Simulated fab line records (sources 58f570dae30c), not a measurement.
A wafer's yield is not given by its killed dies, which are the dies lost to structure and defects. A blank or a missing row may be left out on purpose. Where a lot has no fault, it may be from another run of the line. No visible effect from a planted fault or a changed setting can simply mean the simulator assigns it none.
What tool caused it? / flow berkeley-cmos170 / at 1 step of a route of 331, 7 lots with 21 wafers sampled

WHAT THE GAUGES READ, wafer by wafer
UCB170_V1_CD_MEAS_90: the cd target is 700 nm.
lot=L626; measured=day 8 18:15; on=cd-sem-02; cd-nm (nm)=701.4 699.3 701.6
lot=L629; measured=day 9 13:47; on=cd-sem-01; cd-nm (nm)=702.2 700.5 701.1
lot=L635; measured=day 10 15:17; on=cd-sem-01; cd-nm (nm)=700.1 698.9 698.9
lot=L639; measured=day 11 10:15; on=cd-sem-02; cd-nm (nm)=699.9 698.4 698.5
lot=L644; measured=day 13 12:08; on=cd-sem-01; cd-nm (nm)=702.1 702.7 702.1
lot=L647; measured=day 13 14:51; on=cd-sem-01; cd-nm (nm)=698.7 698.7 699.9
lot=L648; measured=day 14 04:02; on=cd-sem-01; cd-nm (nm)=700.0 699.4 698.5

WHICH TOOL RAN EACH LOT (tool, then ch and the chambers of the sampled wafers, then the start)
No process step before these readings appears in the record.

THE ANSWER, worked out from the rows above alone
Rule: what is usual is taken from the lots themselves. The widest of any qualifying gaps counts: lots, ordered by their means at a reading, are off when they make up no more than a third of the lots, leave a main group of 4 or more, and stand apart from it by 3 or more times the standard deviation of that group's means. A main group whose means are all the same, to the digits that the tables above print for the reading, isn't used. A lot without any number at a reading at which 4 lots or more have one is off too. The other lots that the step has rows for count as sound.
Across all readings shown, no lot is off: no conclusion can be drawn from this.

WHAT THE SIMULATOR HAD PUT IN
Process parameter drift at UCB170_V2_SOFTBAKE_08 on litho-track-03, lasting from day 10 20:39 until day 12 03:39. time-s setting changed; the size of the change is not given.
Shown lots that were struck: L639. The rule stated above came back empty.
